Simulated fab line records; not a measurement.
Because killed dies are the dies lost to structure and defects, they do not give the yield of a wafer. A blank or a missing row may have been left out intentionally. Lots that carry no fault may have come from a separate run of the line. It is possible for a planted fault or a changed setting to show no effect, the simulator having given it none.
fab line records -- flow rit_cmos
[record] lots = 6, wafers = 18, last_day = 6
route steps=202 shown CONTACT@176 M1@184
lots that met no fault: from a run of the same line without faults
start_h: start of the lot's first displayed wafer, in hours after the record's first day -- wait_h: hours from the lot's prior step to this one -- " identical to the entry in the row above -- L1.1+2: several wafers, shown together as one row -- - no value present, or no start provided -- * or withheld: withheld -- < > ~ a bound
route shown NAME@n: NAME is a module with steps in the file, n the number in the route of the first one -- usual: mean and standard deviation over wafers with no fault -- same: alike in all rows -- chamber/n: place in a boat -- sites: the reading at each site -- _std_site: standard deviation of those values -- _edge_site: the outer-site mean with the inner-site mean subtracted -- radius_mm: how far each site lies from the wafer's centre -- mask NAME#n: copy n -- behind: the last tool/chamber to shape the wafer -- hold: what put the lot on hold/how long, in hours/how the hold closed -- device: names the non-switching transistor (n, p or np) -- end of line: the route-end tests of the same wafers -- for a step that has no rows: nothing shown but its recipe -- killed: count of dies lost to structure and defects at first sort (not the wafer's yield) -- map: dies across one wafer; x = killed, . = not, _ = none there
set.NAME: the setting the step ran with; set.NAME@STEP: the setting that earlier step ran with -- model.NAME: the simulator's own value behind a step, which no gauge read
certain route steps with their lots: each step a table, each wafer a row
services: when a tool's chamber went out of use (start_h, in hours from the record's first day, below 0 if earlier), for how many hours, and the reason
[[steps]]
[step RIT_CONTACT_CD_MEAS_08]
[recipe] target_cd_nm = 1000
[usual] cd_nm = 999.5/2
lot.wafer,tool,chamber,start_h,wait_h,cd_nm
L467.1,cd_sem-01,-,57.36,-,1001.2
L467.2,cd_sem-01,-,57.36,-,999.7
L467.3,cd_sem-01,-,57.36,-,1000.4
L471.1,cd_sem-01,-,76.52,-,1001.4
L471.3,cd_sem-01,-,76.52,-,1000.5
L471.4,cd_sem-01,-,76.52,-,1000.7
L476.2,cd_sem-01,-,96.66,-,999.4
L476.3,cd_sem-01,-,96.66,-,1000.7
L476.6,cd_sem-01,-,96.66,-,1000.9
L478.3,cd_sem-02,-,112.77,-,1003.4
L478.4,cd_sem-02,-,112.77,-,1004.4
L478.5,cd_sem-02,-,112.77,-,1003.1
L480.1,cd_sem-01,-,117.90,-,1000.3
L480.4,cd_sem-01,-,117.90,-,1000.4
L480.6,cd_sem-01,-,117.90,-,999.9
L485.1,cd_sem-02,-,143.79,-,1000.5
L485.4,cd_sem-02,-,143.79,-,1000.9
L485.5,cd_sem-02,-,143.79,-,1002.3
[step RIT_CONTACT_OVL_MEAS_09]
[usual] CONTACT_OVL = 0.0/1.3
lot.wafer,tool,chamber,start_h,wait_h,CONTACT_OVL[nm]
L467.1,overlay-01,-,57.48,0.1,-0.2
L467.2,overlay-01,-,57.48,0.1,0.4
L467.3,overlay-01,-,57.48,0.1,1.5
L471.1,overlay-02,-,76.64,0.1,-1.1
L471.3,overlay-02,-,76.64,0.1,-1.0
L471.4,overlay-02,-,76.64,0.1,1.2
L476.2,overlay-02,-,96.76,0.1,-0.5
L476.3,overlay-02,-,96.76,0.1,-0.8
L476.6,overlay-02,-,96.76,0.1,-1.7
L478.3,overlay-02,-,112.87,0.1,-1.9
L478.4,overlay-02,-,112.87,0.1,-0.5
L478.5,overlay-02,-,112.87,0.1,-1.1
L480.1,overlay-02,-,118.02,0.1,-0.1
L480.4,overlay-02,-,118.02,0.1,-0.6
L480.6,overlay-02,-,118.02,0.1,1.3
L485.1,overlay-02,-,143.91,0.1,-0.4
L485.4,overlay-02,-,143.91,0.1,-1.7
L485.5,overlay-02,-,143.91,0.1,-0.2
[step RIT_CONTACT_HARDBAKE_10]
[recipe] resist = NOVOLAK, temp_c = 140, time_s = 60
[step RIT_CONTACT_ETCH_11]
[recipe] target_depth_a = 4800, over_etch_frac = 0.2, stop_on = TiSi2, chemistry = CHF3/CF4/Ar, target = SiO2, CHF3_flow_sccm = 50, cf4_flow_sccm = 10, Ar_flow_sccm = 100, O2_flow_sccm = 5, pressure_mtorr = 100, rf_w = 200, time_s = 320
[usual] CHF3_flow_sccm = 50.02/0.16, drypump_motor_current_A = 5.5/0.51, oes_product_au = 0.983/0.015, rf_fwd_power_W = 199.4/0.66, throttle_valve_pct = 8.83/0.13
lot.wafer,tool,chamber,start_h,wait_h,CHF3_flow_sccm,drypump_motor_current_A,oes_product_au,rf_fwd_power_W,rf_hours_counter_h,throttle_valve_pct
L467.1,rie_diel-03,1,57.66,0.1,50.43,5.0,0.974,199.1,1,8.70
L467.2,rie_diel-03,3,57.66,0.1,49.89,5.2,0.979,200.2,41,8.74
L467.3,rie_diel-03,0,57.66,0.1,50.10,5.6,0.981,199.2,5,8.99
L471.1,rie_diel-02,2,76.82,0.1,50.14,5.3,0.964,200.2,8,8.59
L471.3,rie_diel-02,0,76.82,0.1,50.10,5.3,0.974,198.9,101,9.01
L471.4,rie_diel-02,1,76.82,0.1,49.96,5.3,0.963,199.9,0,8.80
L476.2,rie_diel-03,2,96.94,0.1,50.18,5.9,1.003,198.3,81,8.93
L476.3,rie_diel-03,3,96.94,0.1,50.00,5.2,0.976,199.5,43,8.72
L476.6,rie_diel-03,1,96.94,0.1,49.82,5.1,0.974,200.2,-,8.70
L478.3,rie_diel-03,2,113.11,0.1,50.02,5.8,0.998,199.6,82,8.92
L478.4,rie_diel-03,1,113.11,0.1,50.05,5.1,0.977,198.7,2,8.70
L478.5,rie_diel-03,1,113.11,0.1,50.03,5.1,0.974,199.2,-,8.68
L480.1,rie_diel-03,3,118.20,0.1,49.80,5.2,0.974,199.8,43,8.72
L480.4,rie_diel-03,1,118.20,0.1,50.13,5.1,0.977,199.2,2,8.69
L480.6,rie_diel-03,3,118.20,0.1,49.99,5.2,0.965,199.7,-,8.73
L485.1,rie_diel-02,2,144.09,0.1,50.15,5.3,0.960,200.7,9,8.59
L485.4,rie_diel-02,0,144.09,0.1,49.88,5.3,0.974,199.9,102,9.01
L485.5,rie_diel-02,2,144.09,0.1,50.10,5.3,0.959,199.8,-,8.58
[step RIT_CONTACT_STRIP_12]
[recipe] chemistry = O2, time_s = 180, resist = NOVOLAK, platen_temp_c = withheld, power_w = 500, pressure_mtorr = 4000, o2_flow_sccm = 4000
[usual] drypump_motor_current_A = 6.0/0.5, rf_refl_power_W = 6.3/1.3
lot.wafer,tool,chamber,start_h,wait_h,drypump_motor_current_A,rf_hours_counter_h,rf_refl_power_W
L467.1,plasma_asher-02,1,57.86,0.1,6.4,27,8.0
L467.2,plasma_asher-02,0,57.86,0.1,6.0,27,5.3
L467.3,plasma_asher-02,0,57.86,0.1,6.1,-,5.2
L471.1,plasma_asher-04,0,77.02,0.1,6.0,43,5.9
L471.3,plasma_asher-04,1,77.02,0.1,5.4,-,7.8
L471.4,plasma_asher-04,0,77.02,0.1,6.0,-,6.1
L476.2,plasma_asher-04,0,97.14,0.1,6.0,45,6.0
L476.3,plasma_asher-04,1,97.14,0.1,5.4,-,7.8
L476.6,plasma_asher-04,1,97.14,0.1,5.4,-,7.5
L478.3,plasma_asher-02,0,113.36,0.2,6.1,-,5.2
L478.4,plasma_asher-02,1,113.36,0.2,6.4,-,7.8
L478.5,plasma_asher-02,0,113.36,0.2,6.1,-,5.4
L480.1,plasma_asher-02,1,118.40,0.1,6.4,34,7.9
L480.4,plasma_asher-02,1,118.40,0.1,6.4,-,7.8
L480.6,plasma_asher-02,0,118.40,0.1,6.1,-,5.2
L485.1,plasma_asher-02,0,144.29,0.1,6.1,37,5.2
L485.4,plasma_asher-02,1,144.29,0.1,6.4,-,7.7
L485.5,plasma_asher-02,1,144.29,0.1,6.4,-,7.6
[step RIT_CONTACT_CD_MEAS_90]
[recipe] target_cd_nm = 1000
[usual] cd_nm = 999.6/2.1
lot.wafer,tool,chamber,start_h,wait_h,cd_nm
L467.1,cd_sem-01,-,58.03,0.1,1001.6
L467.2,cd_sem-01,-,58.03,0.1,999.0
L467.3,cd_sem-01,-,58.03,0.1,1000.8
L471.1,cd_sem-02,-,77.19,0.1,1000.9
L471.3,cd_sem-02,-,77.19,0.1,1001.5
L471.4,cd_sem-02,-,77.19,0.1,1000.4
L476.2,cd_sem-02,-,97.33,0.1,998.8
L476.3,cd_sem-02,-,97.33,0.1,1000.0
L476.6,cd_sem-02,-,97.33,0.1,1001.2
L478.3,cd_sem-02,-,113.52,0.1,1002.8
L478.4,cd_sem-02,-,113.52,0.1,1004.8
L478.5,cd_sem-02,-,113.52,0.1,1003.2
L480.1,cd_sem-02,-,118.57,0.1,999.8
L480.4,cd_sem-02,-,118.57,0.1,1000.7
L480.6,cd_sem-02,-,118.57,0.1,999.6
L485.1,cd_sem-02,-,144.46,0.1,1000.9
L485.4,cd_sem-02,-,144.46,0.1,1001.8
L485.5,cd_sem-02,-,144.46,0.1,1002.2
[step RIT_CONTACT_CLEAN_13]
[recipe] chemistry = SC1, mix = 3:3:50, time_s = 600, temp_c = 75
[step RIT_CONTACT_CLEAN_14]
[recipe] chemistry = SC2, mix = 3:3:50, time_s = 600, temp_c = 75, dry = n2_spin
[step RIT_M1_SPUTTER_00]
[recipe] material = Al, target_thk_nm = 400, power_w = 2000, chamber_pressure_pa = 0.4, gas = Ar, time_s = 500, substrate_temp_c = 25
[usual] cathode_dc_power_W = 2000.0/0.36, throttle_valve_pct = 30.0/0.75
lot.wafer,tool,chamber,start_h,wait_h,cathode_dc_power_W,throttle_valve_pct
L467.1,pvd_sputter-03,-,58.50,0.0,2000.3,29.7
L467.2,pvd_sputter-03,-,58.50,0.0,2000.3,29.5
L467.3,pvd_sputter-03,-,58.50,0.0,2000.2,29.5
L471.1,pvd_sputter-03,-,77.66,0.0,1999.8,29.8
L471.3,pvd_sputter-03,-,77.66,0.0,2000.3,29.4
L471.4,pvd_sputter-03,-,77.66,0.0,2000.3,29.0
L476.2,pvd_sputter-02,-,97.96,0.0,2000.2,30.9
L476.3,pvd_sputter-02,-,97.96,0.0,1999.5,29.7
L476.6,pvd_sputter-02,-,97.96,0.0,1999.7,29.6
L478.3,pvd_sputter-03,-,113.95,0.0,2000.0,29.5
L478.4,pvd_sputter-03,-,113.95,0.0,2000.5,29.7
L478.5,pvd_sputter-03,-,113.95,0.0,1999.8,29.6
L480.1,pvd_sputter-04,-,119.39,0.0,1999.8,29.5
L480.4,pvd_sputter-04,-,119.39,0.0,2000.2,30.7
L480.6,pvd_sputter-04,-,119.39,0.0,2000.6,30.4
L485.1,pvd_sputter-02,-,144.95,0.0,2000.3,29.5
L485.4,pvd_sputter-02,-,144.95,0.0,2000.0,29.7
L485.5,pvd_sputter-02,-,144.95,0.0,1999.7,29.9
[step RIT_M1_RS_MEAS_01]
[recipe] thk_meas_gauge = four-point-probe, reads = Al_of_M1_SPUTTER_00
[usual] M1_AL_RS = 0.0730/0.00067
lot.wafer,tool,chamber,start_h,wait_h,M1_AL_RS[ohm/sq]
L467.1,film_metro-02,-,58.80,0.1,0.0723
L467.2,film_metro-02,-,58.80,0.1,0.0728
L467.3,film_metro-02,-,58.80,0.1,0.0730
L471.1,film_metro-04,-,77.96,0.1,0.0729
L471.3,film_metro-04,-,77.96,0.1,0.0737
L471.4,film_metro-04,-,77.96,0.1,0.0735
L476.2,film_metro-04,-,98.27,0.2,0.0727
L476.3,film_metro-04,-,98.27,0.2,0.0723
L476.6,film_metro-04,-,98.27,0.2,0.0729
L478.3,film_metro-02,-,114.29,0.2,0.0729
L478.4,film_metro-02,-,114.29,0.2,0.0730
L478.5,film_metro-02,-,114.29,0.2,0.0729
L480.1,film_metro-01,-,119.69,0.1,0.0735
L480.4,film_metro-01,-,119.69,0.1,0.0730
L480.6,film_metro-01,-,119.69,0.1,0.0731
L485.1,film_metro-02,-,145.24,0.1,0.0734
L485.4,film_metro-02,-,145.24,0.1,0.0729
L485.5,film_metro-02,-,145.24,0.1,0.0728
[step RIT_M1_THK_MEAS_02]
[recipe] thk_meas_gauge = xrf, reads = Al_of_M1_SPUTTER_00
[usual] M1_AL_THK = 405/3.8
lot.wafer,tool,chamber,start_h,wait_h,M1_AL_THK[nm]
L467.1,film_metro-02,-,58.92,0.1,410
L467.2,film_metro-02,-,58.92,0.1,411
L467.3,film_metro-02,-,58.92,0.1,406
L471.1,film_metro-04,-,78.08,0.1,403
L471.3,film_metro-04,-,78.08,0.1,401
L471.4,film_metro-04,-,78.08,0.1,399
L476.2,film_metro-04,-,98.38,0.1,401
L476.3,film_metro-04,-,98.38,0.1,406
L476.6,film_metro-04,-,98.38,0.1,402
L478.3,film_metro-02,-,114.39,0.1,404
L478.4,film_metro-02,-,114.39,0.1,404
L478.5,film_metro-02,-,114.39,0.1,405
L480.1,film_metro-01,-,119.81,0.1,406
L480.4,film_metro-01,-,119.81,0.1,411
L480.6,film_metro-01,-,119.81,0.1,405
L485.1,film_metro-02,-,145.36,0.1,403
L485.4,film_metro-02,-,145.36,0.1,406
L485.5,film_metro-02,-,145.36,0.1,405
[step RIT_M1_HMDS_03]
[recipe] prime_time_s = 60, prime_temp_c = 140
[step RIT_M1_COAT_04]
[recipe] resist = NOVOLAK, spin_rpm = 2000, resist_thk_nm = 1300
[usual] spin_speed_rpm = 1999.9/1.3
lot.wafer,tool,chamber,start_h,wait_h,spin_speed_rpm,model.NOVOLAK_of_M1_COAT_04.thk_nm
L467.1,litho_track-03,0,59.13,0.1,1998.4,1301
L467.2,litho_track-03,0,59.13,0.1,2000.0,1304
L467.3,litho_track-03,0,59.13,0.1,1998.1,1300
L471.1,litho_track-02,0,78.29,0.1,1998.9,1308
L471.3,litho_track-02,0,78.29,0.1,1999.6,1304
L471.4,litho_track-02,0,78.29,0.1,2001.9,1305
L476.2,litho_track-02,0,98.61,0.1,1867.1,1347
L476.3,litho_track-02,0,98.61,0.1,1867.1,1348
L476.6,litho_track-02,0,98.61,0.1,1867.2,1346
L478.3,litho_track-03,0,114.71,0.1,1999.6,1299
L478.4,litho_track-03,0,114.71,0.1,1997.7,1300
L478.5,litho_track-03,0,114.71,0.1,1997.9,1304
L480.1,litho_track-02,0,120.02,0.1,1868.2,1346
L480.4,litho_track-02,0,120.02,0.1,1867.6,1349
L480.6,litho_track-02,0,120.02,0.1,1867.4,1348
L485.1,litho_track-01,0,145.57,0.1,2000.7,1301
L485.4,litho_track-01,0,145.57,0.1,2001.4,1300
L485.5,litho_track-01,0,145.57,0.1,2000.8,1305
[step RIT_M1_SOFTBAKE_05]
[recipe] resist = NOVOLAK, temp_c = 90, time_s = 60
[step RIT_M1_EXPOSE_06]
[recipe] mask_id = M12, na = 0.6, source_shape = conventional, sigma_outer = 0.5, target_cd_nm = 2600, dose_mj = 250
[step RIT_M1_PEB_07]
[recipe] resist = NOVOLAK, temp_c = withheld, time_s = withheld
[step RIT_M1_DEVELOP_08]
[recipe] resist = NOVOLAK, develop_time_s = 68, dev_temp_c = 23
[step RIT_M1_CD_MEAS_09]
[recipe] target_cd_nm = 2600
[usual] cd_nm = 2600.8/2
lot.wafer,tool,chamber,start_h,wait_h,cd_nm
L467.1,cd_sem-02,-,60.07,-,2598.8
L467.2,cd_sem-02,-,60.07,-,2598.4
L467.3,cd_sem-02,-,60.07,-,2602.1
L471.1,cd_sem-01,-,79.02,-,2598.7
L471.3,cd_sem-01,-,79.02,-,2595.4
L471.4,cd_sem-01,-,79.02,-,2594.8
L476.2,cd_sem-01,-,99.46,-,2604.3
L476.3,cd_sem-01,-,99.46,-,2605.8
L476.6,cd_sem-01,-,99.46,-,2605.6
L478.3,cd_sem-01,-,115.55,-,2603.5
L478.4,cd_sem-01,-,115.55,-,2603.4
L478.5,cd_sem-01,-,115.55,-,2600.6
L480.1,cd_sem-01,-,120.87,-,2606.9
L480.4,cd_sem-01,-,120.87,-,2608.2
L480.6,cd_sem-01,-,120.87,-,2609.2
L485.1,cd_sem-01,-,146.51,-,2601.4
L485.4,cd_sem-01,-,146.51,-,2601.3
L485.5,cd_sem-01,-,146.51,-,2605.0
[step RIT_M1_OVL_MEAS_10]
[usual] M1_OVL = -0.2/1.1
lot.wafer,tool,chamber,start_h,wait_h,M1_OVL[nm]
L467.1,overlay-02,-,60.19,0.1,0.1
L467.2,overlay-02,-,60.19,0.1,0.5
L467.3,overlay-02,-,60.19,0.1,0.6
L471.1,overlay-01,-,79.14,0.1,0.4
L471.3,overlay-01,-,79.14,0.1,1.1
L471.4,overlay-01,-,79.14,0.1,-0.1
L476.2,overlay-01,-,99.56,0.1,-0.7
L476.3,overlay-01,-,99.56,0.1,-1.8
L476.6,overlay-01,-,99.56,0.1,-0.4
L478.3,overlay-02,-,115.64,0.1,-0.4
L478.4,overlay-02,-,115.64,0.1,-0.8
L478.5,overlay-02,-,115.64,0.1,-2.3
L480.1,overlay-02,-,120.99,0.1,0.2
L480.4,overlay-02,-,120.99,0.1,0.6
L480.6,overlay-02,-,120.99,0.1,1.2
L485.1,overlay-01,-,146.63,0.1,-0.3
L485.4,overlay-01,-,146.63,0.1,0.6
L485.5,overlay-01,-,146.63,0.1,0.4
[step RIT_M1_HARDBAKE_11]
[recipe] resist = NOVOLAK, temp_c = 140, time_s = 120
[step RIT_M1_METAL_ETCH_12]
[recipe] stop_on = SiO2, chemistry = Cl2/BCl3, target = Al, time_s = 165, over_etch_frac = 0.5, pressure_mtorr = 100, target_depth_a = 6000, rf_w = 250, Cl2_flow_sccm = 60, bcl3_flow_sccm = 50
[usual] drypump_motor_current_A = 5.83/0.28, mfc_cl2_sccm = 60.03/0.19, oes_product_au = 0.782/0.01, rf_fwd_power_W = 248.8/0.82, throttle_valve_pct = 8.14/0.13
lot.wafer,tool,chamber,start_h,wait_h,drypump_motor_current_A,mfc_cl2_sccm,oes_product_au,rf_fwd_power_W,rf_hours_counter_h,throttle_valve_pct,model.NOVOLAK_of_M1_COAT_04.thk_nm
L467.1,rie_metal-04,1,60.48,0.2,5.94,59.87,0.793,249.0,1,8.33,807.4
L467.2,rie_metal-04,0,60.48,0.2,5.80,59.82,0.771,248.9,1,7.94,801
L467.3,rie_metal-04,0,60.48,0.2,5.78,60.05,0.765,248.6,-,7.94,801
L471.1,rie_metal-02,0,79.42,0.2,6.40,60.30,0.784,247.7,2,8.18,806.6
L471.3,rie_metal-02,0,79.42,0.2,6.39,60.22,0.781,248.4,-,8.19,802.5
L471.4,rie_metal-02,1,79.42,0.2,5.54,59.97,0.775,248.3,-,8.13,824.6
L476.2,rie_metal-04,0,99.84,0.2,5.79,60.16,0.771,248.2,1,7.94,845
L476.3,rie_metal-04,1,99.84,0.2,5.95,60.03,0.787,248.3,-,8.32,849.3
L476.6,rie_metal-04,0,99.84,0.2,5.77,60.01,0.774,248.3,-,7.94,845.7
L478.3,rie_metal-03,1,115.97,0.2,5.55,59.93,0.784,249.9,-,8.01,801.3
L478.4,rie_metal-03,0,115.97,0.2,5.68,60.03,0.795,249.9,-,8.24,819.9
L478.5,rie_metal-03,1,115.97,0.2,5.57,59.63,0.784,249.1,-,8.02,806
L480.1,rie_metal-02,0,121.28,0.2,6.37,59.74,0.773,247.5,3,8.18,837.9
L480.4,rie_metal-02,0,121.28,0.2,6.37,59.79,0.789,249.5,-,8.16,838.3
L480.6,rie_metal-02,1,121.28,0.2,5.55,60.19,0.774,248.7,-,8.14,862.6
L485.1,rie_metal-02,1,146.92,0.2,5.57,60.04,0.775,247.9,3,8.12,821.4
L485.4,rie_metal-02,0,146.92,0.2,6.33,59.93,0.784,249.1,-,8.19,797.2
L485.5,rie_metal-02,1,146.92,0.2,5.52,60.28,0.770,247.3,-,8.15,822.8
[step RIT_M1_STRIP_13]
[recipe] chemistry = nmp, resist = NOVOLAK, temp_c = 80, time_s = 600, dry = n2_spin
[step RIT_M1_PROBE_99]
[usual] defect_limited_yield = 97.1/1.3, killed_at_contacts = 0.1/0.25, killed_at_front_end = 8/3.3, killed_dies = 8/3.3, killed_open = 3.9/2.1, killed_short = 3.8/2.2, sort_bin_3_pad_short = 0.1/0.23, sort_bin_5_function = 1.7/0.93, sort_bin_6_memory = 1.0/0.68, sort_n_pass = 256/3.3, sort_yield_pct = 97.1/1.3
[same] gross_dies = 264, killed_at_M0_to_M3 = 0, killed_at_M4_up = 0, killed_at_back_side = 0, killed_at_other = 0
lot.wafer,tool,chamber,start_h,wait_h,defect_limited_yield[%],killed_at_contacts,killed_at_front_end,killed_dies,killed_open,killed_short,sort_bin_3_pad_short[%],sort_bin_5_function[%],sort_bin_6_memory[%],sort_n_pass,sort_yield_pct[%]
L467.1,prober-01,-,63.52,0.1,95.5,0,12,12,4,8,0.4,3.0,1.1,252,95.5
L467.2,prober-01,-,63.57,0.1,97.3,0,7,7,3,4,0,0.4,2.3,257,97.3
L467.3,prober-01,-,63.62,0.2,97.3,0,7,7,5,2,0,1.1,1.5,257,97.3
L471.1,prober-02,-,81.68,0.1,95.5,0,12,12,7,5,0.4,2.7,1.5,252,95.5
L471.3,prober-02,-,81.78,0.2,97.3,0,7,7,4,3,0,1.1,1.5,257,97.3
L471.4,prober-02,-,81.83,0.2,96.2,0,10,10,5,5,0,2.7,1.1,254,96.2
L476.2,prober-01,-,103.72,0.1,97.0,0,8,8,4,4,0.4,1.5,1.1,256,97.0
L476.3,prober-01,-,103.77,0.2,98.1,0,5,5,5,0,0,1.5,0.4,259,98.1
L476.6,prober-01,-,103.92,0.2,95.5,0,12,12,7,5,0.8,1.5,2.3,252,95.5
L478.3,prober-01,-,118.77,0.2,97.0,0,8,8,2,6,0,1.9,1.1,256,97.0
L478.4,prober-01,-,118.82,0.2,96.6,0,9,9,7,2,0,2.7,0.8,255,96.6
L478.5,prober-01,-,118.87,0.2,98.1,0,5,5,3,2,0,1.5,0.4,259,98.1
L480.1,prober-01,-,123.53,0.1,96.6,0,9,9,6,3,0.4,1.9,1.1,255,96.6
L480.4,prober-01,-,123.68,0.2,98.5,0,4,4,3,1,0.4,1.1,0,260,98.5
L480.6,prober-01,-,123.78,0.2,97.3,1,6,7,5,2,0,1.5,1.1,257,97.3
L485.1,prober-02,-,149.34,0.1,93.9,0,16,16,7,9,0.4,2.7,3.0,248,93.9
L485.4,prober-02,-,149.49,0.2,95.5,0,12,12,6,6,0.4,3.4,0.8,252,95.5
L485.5,prober-02,-,149.54,0.2,97.0,1,7,8,3,5,0,3.0,0,256,97.0
// killed by level:class
L467.1 GATE:geometric_particle:short=5 FOX1:geometric_particle:open=2 SPACER:geometric_particle:short=2 FOX2:geometric_particle:open=1 GATE:geometric_particle:open=1 REOX:geometric_particle:short=1
L467.2 SPACER:geometric_particle:open=2 FOX2:geometric_particle:short=1 GATE:geometric_particle:short=1 GATE:geometric_particle:open=1 SPACER:geometric_particle:short=1 SILICIDE:geometric_particle:short=1
L467.3 FOX1:geometric_particle:open=2 FOX2:geometric_particle:open=2 GATE:geometric_particle:short=1 REOX:geometric_particle:short=1 REOX:geometric_particle:open=1
L471.1 GATE:geometric_particle:open=4 FOX1:geometric_particle:open=2 GATE:geometric_particle:short=2 FOX1:geometric_particle:short=1 FOX2:geometric_particle:short=1 REOX:geometric_particle:open=1 SILICIDE:geometric_particle:short=1
L471.3 SPACER:geometric_particle:open=2 FOX1:geometric_particle:short=1 GATE:geometric_particle:short=1 GATE:geometric_particle:open=1 SPACER:geometric_particle:short=1 SILICIDE:geometric_particle:open=1
L471.4 FOX1:geometric_particle:short=2 GATE:geometric_particle:open=2 REOX:geometric_particle:short=2 FOX2:geometric_particle:short=1 FOX2:geometric_particle:open=1 SPACER:geometric_particle:open=1 SILICIDE:geometric_particle:open=1
L476.2 SPACER:geometric_particle:open=2 SILICIDE:geometric_particle:short=2 SILICIDE:geometric_particle:open=2 GATE:geometric_particle:short=1 SPACER:geometric_particle:short=1
L476.3 GATE:geometric_particle:open=3 REOX:geometric_particle:open=1 SILICIDE:geometric_particle:open=1
L476.6 GATE:geometric_particle:short=3 FOX2:geometric_particle:open=2 SPACER:geometric_particle:open=2 FOX1:geometric_particle:short=1 GATE:geometric_particle:open=1 REOX:geometric_particle:open=1 SPACER:geometric_particle:short=1 SILICIDE:geometric_particle:open=1
L478.3 GATE:geometric_particle:open=2 GATE:geometric_particle:short=2 SPACER:geometric_particle:short=2 FOX2:geometric_particle:short=1 SILICIDE:geometric_particle:short=1
L478.4 GATE:geometric_particle:open=4 REOX:geometric_particle:open=2 FOX2:geometric_particle:open=1 SPACER:geometric_particle:short=1 SILICIDE:geometric_particle:short=1
L478.5 GATE:geometric_particle:open=2 SILICIDE:geometric_particle:short=2 REOX:geometric_particle:open=1
L480.1 GATE:geometric_particle:open=3 FOX1:geometric_particle:short=1 FOX1:geometric_particle:open=1 REOX:geometric_particle:short=1 REOX:geometric_particle:open=1 SILICIDE:geometric_particle:short=1 SILICIDE:geometric_particle:open=1
L480.4 REOX:geometric_particle:open=2 REOX:geometric_particle:short=1 SILICIDE:geometric_particle:open=1
L480.6 SILICIDE:geometric_particle:open=2 GATE:geometric_particle:open=1 REOX:geometric_particle:open=1 SPACER:geometric_particle:open=1 SILICIDE:geometric_particle:short=1 CONTACT:geometric_particle:short=1
L485.1 SILICIDE:geometric_particle:short=3 FOX1:geometric_particle:open=2 FOX1:geometric_particle:short=2 GATE:geometric_particle:open=2 GATE:geometric_particle:short=2 SPACER:geometric_particle:short=2 REOX:geometric_particle:open=1 SPACER:geometric_particle:open=1
L485.4 GATE:geometric_particle:open=3 GATE:geometric_particle:short=2 SILICIDE:geometric_particle:open=2 SILICIDE:geometric_particle:short=2 REOX:geometric_particle:open=1 REOX:geometric_particle:short=1 SPACER:geometric_particle:short=1
L485.5 SILICIDE:geometric_particle:short=3 SILICIDE:geometric_particle:open=2 GATE:geometric_particle:open=1 SPACER:geometric_particle:short=1 CONTACT:geometric_particle:short=1
[[services]]
tool,chamber,start_h,hours,kind
rie_diel-02,1,59.75,-,clean
rie_diel-02,1,59.75,12.9,scheduled_down
rie_diel-02,1,59.75,12.9,vent_cycle
rie_metal-03,-,89.51,1.4,pm
rie_metal-02,0,91.56,1.2,repair
pvd_sputter-03,-,102.09,3.1,repair
plasma_asher-04,-,108.75,9.0,pm
plasma_asher-04,0,108.75,9.0,vent_cycle
plasma_asher-04,1,108.75,9.0,vent_cycle
plasma_asher-04,0,117.75,-,clean
plasma_asher-04,1,117.75,-,clean
rie_metal-03,-,127.16,1.6,repair
rie_metal-03,-,136.12,20.0,pm
rie_metal-03,0,136.12,20.0,vent_cycle
rie_metal-03,1,136.12,20.0,vent_cycle
[[key]]
[first_sign] step = RIT_M1_COAT_04, reading = spin_speed_rpm, direction = down, sigmas = 99+, usual = 1999.9, struck = 1867.4
effect none on later readings
[model_effect] step = RIT_M1_COAT_04, value = NOVOLAK_of_M1_COAT_04.thk_nm, without = 1302, struck = 1347
[model_effect] step = RIT_M1_METAL_ETCH_12, value = NOVOLAK_of_M1_COAT_04.thk_nm, without = 807.4, struck = 846.4
met_at RIT_M1_COAT_04
struck_wafers L476.2,L476.3,L476.6,L480.1,L480.4,L480.6
onset_between 78.29 98.61
[fault] kind = process_parameter_drift, tool = litho_track-02, chamber = -, onset_h = 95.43, steps = RIT_M1_COAT_04, channel = spin_rpm, offset = -132.41, shape = step, end_h = 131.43, acts_in = these_recipes_only, stated = 2000
